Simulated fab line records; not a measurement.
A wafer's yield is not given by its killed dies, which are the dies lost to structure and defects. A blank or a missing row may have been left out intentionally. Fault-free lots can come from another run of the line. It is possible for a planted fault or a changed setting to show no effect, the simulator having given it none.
Split-lot study	flow rit-cmos	route with 202 steps; 5 lots, 23 wafers read

## THE SPLIT
At RIT_SILICIDE_SPUTTER_01 (material Ti, target thk 30 nm, time 240 s), the setting chamber-pressure-pa was moved away from the recipe's 0.667 Pa on 10 of the 23 wafers read, by -7.0% to +10.6%. For the rest of the wafers, this setting stayed at what the recipe calls for.

Between the split and the reading, the file records no step.

## THE READING
At RIT_SILICIDE_RS_MEAS_02, a four-point-probe measurement gives SILICIDE_TI_RS in ohm/sq. On this fab line, fault-free wafers typically give 47.4 ohm/sq with a standard deviation of 0.8 ohm/sq.

wafer	tool, chamber at the split	chamber-pressure-pa as run, Pa	against the recipe	SILICIDE_TI_RS, ohm/sq	against lot-mates on the recipe
L078.1	pvd-sputter-03, -	0.6203	-7.0%	40.4	no lot-mate on the recipe
L078.2	pvd-sputter-03, -	0.6203	-7.0%	40.4	no lot-mate on the recipe
L078.3	pvd-sputter-03, -	0.6203	-7.0%	41.6	no lot-mate on the recipe
L078.5	pvd-sputter-03, -	0.6203	-7.0%	41.0	no lot-mate on the recipe
L078.6	pvd-sputter-03, -	0.6203	-7.0%	41.7	no lot-mate on the recipe
L080.1	pvd-sputter-03, -	0.667	recipe	46.5	-
L080.5	pvd-sputter-03, -	0.667	recipe	46.9	-
L080.6	pvd-sputter-03, -	0.667	recipe	47.0	-
L081.1	pvd-sputter-02, -	0.7375	+10.6%	60.0	no lot-mate on the recipe
L081.2	pvd-sputter-02, -	0.7375	+10.6%	60.7	no lot-mate on the recipe
L081.4	pvd-sputter-02, -	0.7375	+10.6%	59.5	no lot-mate on the recipe
L081.5	pvd-sputter-02, -	0.7375	+10.6%	59.0	no lot-mate on the recipe
L081.6	pvd-sputter-02, -	0.7375	+10.6%	60.3	no lot-mate on the recipe
L084.1	pvd-sputter-03, -	0.667	recipe	45.8	-
L084.2	pvd-sputter-03, -	0.667	recipe	47.2	-
L084.3	pvd-sputter-03, -	0.667	recipe	45.6	-
L084.4	pvd-sputter-03, -	0.667	recipe	47.2	-
L084.5	pvd-sputter-03, -	0.667	recipe	45.9	-
L085.1	pvd-sputter-02, -	0.667	recipe	47.4	-
L085.2	pvd-sputter-02, -	0.667	recipe	47.3	-
L085.4	pvd-sputter-02, -	0.667	recipe	47.7	-
L085.5	pvd-sputter-02, -	0.667	recipe	47.9	-
L085.6	pvd-sputter-02, -	0.667	recipe	47.3	-

THE FIT
A straight line over all 23 wafers: SILICIDE_TI_RS changes by +1.1 ohm/sq for each +1% of chamber-pressure-pa; r = +0.99; the points scatter about the line by 1.1 ohm/sq.
Too few moved wafers have a lot-mate on the recipe to fit a line with each lot's own level taken away.

## THE FILE'S OWN FIT
SILICIDE_TI_RS changes by +1.1 ohm/sq for each +1% of chamber-pressure-pa, r = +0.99.
